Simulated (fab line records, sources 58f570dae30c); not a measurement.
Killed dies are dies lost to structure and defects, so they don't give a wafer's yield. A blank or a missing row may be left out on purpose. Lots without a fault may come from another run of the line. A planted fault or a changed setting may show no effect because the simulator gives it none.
One fault seen from 2 desks | flow berkeley_cmos170 | each desk has only its own numbers; what lay behind them comes last

THE TOOL OWNER'S DESK: krf_scanner-02
The tool's own readings at UCB170_V2_EXPOSE_09 (exposes mask VIA2, target cd 700 nm): means of the sampled wafers that have a number, for each lot that ran on this tool. A lot is out of limits, marked OUT, if its mean lies more than 4 standard deviations from the usual mean; the brackets give that distance.
Columns: A = exposure_dose_mJ_cm2 at UCB170_V2_EXPOSE_09, usual 37.00; B = reticle_temp_C at UCB170_V2_EXPOSE_09, usual 22.98 C
lot  | first seen here | A                | B
L881 | day 11 14:20    | 37.03            | 23.05
L891 | day 13 17:17    | 36.74 (-6.8) OUT | 22.97
This desk's finding: out of limits on L891; first on L891, day 13 17:17 (exposure_dose_mJ_cm2 at UCB170_V2_EXPOSE_09). In limits: L881.

THE METROLOGY DESK
What the gauges read, lot by lot, whatever tool the lot ran on: means of the sampled wafers that have a number. A lot is out of limits, marked OUT, if its mean lies more than 4 standard deviations from the usual mean; the brackets give that distance.
Columns: A = cd_nm at UCB170_M2_CD_MEAS_90, usual 698 nm; B = V2_TEOS_THK at UCB170_V2_THK_MEAS_01, usual 1979 nm; C = V2_BOW at UCB170_V2_BOW_MEAS_03, usual 37 um; D = V2_POLISHED_THK at UCB170_V2_THK_MEAS_04, usual 1000.3 nm
lot  | first seen here | A   | B    | C  | D
L872 | day 8 21:47     | 701 | 2001 | 35 | 1000.9
L881 | day 11 11:55    | 696 | 1946 | 39 | 999.2
L890 | day 13 08:58    | 695 | 1970 | 35 | 1000.2
L891 | day 13 15:17    | 703 | 2003 | 38 | 999.3
L893 | day 14 05:34    | 702 | 1984 | 39 | 1000.8
This desk's finding: nothing out of limits on any of the 5 lots.

PUT TOGETHER
The tool owner's desk could have raised an alarm at day 13 17:17, on L891.
The metrology desk saw nothing out of limits.
The metrology desk has L891 on record, within its limits.
Of the lots named, all ran UCB170_V2_EXPOSE_09 on krf_scanner-02.

WHAT THE SIMULATOR HAD PUT IN
Process parameter drift: krf_scanner-02, from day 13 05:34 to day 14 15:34, at UCB170_V2_EXPOSE_09. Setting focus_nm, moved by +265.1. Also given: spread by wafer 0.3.
Lots struck among those shown: L891.
Hours from the fault's start to each desk's first reading out of limits: the tool owner's desk, 12.
